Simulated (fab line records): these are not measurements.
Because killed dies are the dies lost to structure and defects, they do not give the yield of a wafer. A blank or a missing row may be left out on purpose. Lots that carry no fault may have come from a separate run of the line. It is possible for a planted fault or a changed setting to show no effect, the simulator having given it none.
Lot-split experiment | flow ritCmos | route with 202 steps; 5 lots, 23 wafers read

## ABOUT THE SPLIT
At RIT_PLDD_SOFTBAKE_02 (time 60 s), the setting tempC was moved away from the recipe's 90 C on 8 of the 23 wafers read, by -2.2% to +3.2%. For the rest of the wafers, this setting stayed at what the recipe calls for.

## FROM THE SPLIT TO THE READING: what the file shows between them, 2 steps
- RIT_PLDD_EXPOSE_03: exposes mask M8, target cd 40900 nm
- RIT_PLDD_PEB_04

## THE READING
NOVOLAK_of_PLDD_COAT_01.thkNm (the simulator's own value, which no gauge read), in nm, at RIT_PLDD_DEVELOP_05 (develop time 50 s). There is no usual value for it anywhere in the file. Across the 15 wafers here that went through the recipe, the average is 998.9 nm and the standard deviation 2.3 nm.

wafer  | tool, chamber at the split | tempC as run, C | against the recipe | NOVOLAK_of_PLDD_COAT_01.thkNm, nm | against lot-mates on the recipe
L074.1 | lithoTrack-04, 0           | 92.88           | +3.2%              | 992                               | -5.4
L074.3 | lithoTrack-04, 0           | 90              | recipe             | 997.8                             | -
L074.4 | lithoTrack-04, 0           | 92.88           | +3.2%              | 991.5                             | -5.9
L074.5 | lithoTrack-04, 0           | 92.88           | +3.2%              | 990.7                             | -6.7
L074.6 | lithoTrack-04, 0           | 90              | recipe             | 997                               | -
L078.2 | lithoTrack-01, 0           | 90              | recipe             | 1002                              | -
L078.4 | lithoTrack-01, 0           | 90              | recipe             | 999.1                             | -
L078.6 | lithoTrack-01, 0           | 90              | recipe             | 1001                              | -
L079.1 | lithoTrack-02, 0           | 90              | recipe             | 999.4                             | -
L079.2 | lithoTrack-02, 0           | 90              | recipe             | 1001                              | -
L079.3 | lithoTrack-02, 0           | 90              | recipe             | 1001                              | -
L079.4 | lithoTrack-02, 0           | 88.04           | -2.2%              | 1007                              | +6.5
L079.5 | lithoTrack-02, 0           | 88.04           | -2.2%              | 1008                              | +7.5
L081.1 | lithoTrack-02, 0           | 90              | recipe             | 1002                              | -
L081.2 | lithoTrack-02, 0           | 92.91           | +3.2%              | 994.2                             | -7.3
L081.4 | lithoTrack-02, 0           | 92.91           | +3.2%              | 993.7                             | -7.8
L081.5 | lithoTrack-02, 0           | 90              | recipe             | 1001                              | -
L081.6 | lithoTrack-02, 0           | 92.91           | +3.2%              | 992.2                             | -9.3
L084.1 | lithoTrack-01, 0           | 90              | recipe             | 995.5                             | -
L084.2 | lithoTrack-01, 0           | 90              | recipe             | 996.6                             | -
L084.3 | lithoTrack-01, 0           | 90              | recipe             | 998.3                             | -
L084.4 | lithoTrack-01, 0           | 90              | recipe             | 995.7                             | -
L084.6 | lithoTrack-01, 0           | 90              | recipe             | 996.2                             | -

FIT RESULTS
A straight line over all 23 wafers: NOVOLAK_of_PLDD_COAT_01.thkNm changes by -2.41 nm for each +1% of tempC; r = -0.88; the points scatter about the line by 2.3 nm.
The same after taking each lot's own level away (the mean of its wafers on the recipe; 23 wafers): -2.4 nm for each +1%; r = -0.96; scatter 1.2 nm.
Per that fit: largest tempC move, reading shift of 7.8 nm.
From 996.46 to 1001.50 nm: that is the span of the lots' own levels, equal to 2.2 times the standard deviation above.
The two slopes are in agreement: the lot-to-lot level therefore moves the slope only a little.
Check: with one of the wafers moved furthest among these (+3.2%) left out of the fit, the line predicts -7.47 nm for it against its lot-mates. Against them it came out at -7.3 nm.

## THESE WAFERS: OTHER SPLITS
These wafers also went through other splits before the reading. Each is held against what the fit with the lots' levels taken away leaves over:
other split on the same wafers   | wafers away from the commonest value | r with NOVOLAK_of_PLDD_COAT_01.thkNm (lot level and that fit taken away)
RIT_NWELL_COAT_01 spinRpm        | 5                                    | -0.20
RIT_NWELL_IMPLANT_08 energyKev   | 9                                    | -0.10
RIT_PWELL_IMPLANT_08 doseCm2     | 8                                    | -0.38
RIT_NRETRO_SOFTBAKE_02 tempC     | 8                                    | +0.42
RIT_PRETRO_IMPLANT_08 energyKev  | 7                                    | -0.18
RIT_GATE_EXPOSE_13 doseMj        | 7                                    | -0.19
RIT_GATE_DEVELOP_15 developTimeS | 8                                    | +0.06
RIT_REOX_OXIDATION_03 oxTimeS    | 15                                   | +0.05
RIT_NLDD_IMPLANT_08 energyKev    | 7                                    | +0.01

## THE WHOLE CHAIN: every reading that the file lists as answering this split, in the file's order
step                 | what it does      | reading                                                                        | change (the file's fit)              | r (the file's)
RIT_PLDD_SOFTBAKE_02 | time 60 s         | NOVOLAK_of_PLDD_COAT_01.thkNm (the simulator's own value, which no gauge read) | -1.96 nm for each +1% of the setting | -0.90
RIT_PLDD_DEVELOP_05  | develop time 50 s | NOVOLAK_of_PLDD_COAT_01.thkNm (the simulator's own value, which no gauge read) | -2.41 nm for each +1% of the setting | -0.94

## FILE'S OWN FIT
NOVOLAK_of_PLDD_COAT_01.thkNm changes by -2.41 nm for each +1% of tempC, r = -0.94.
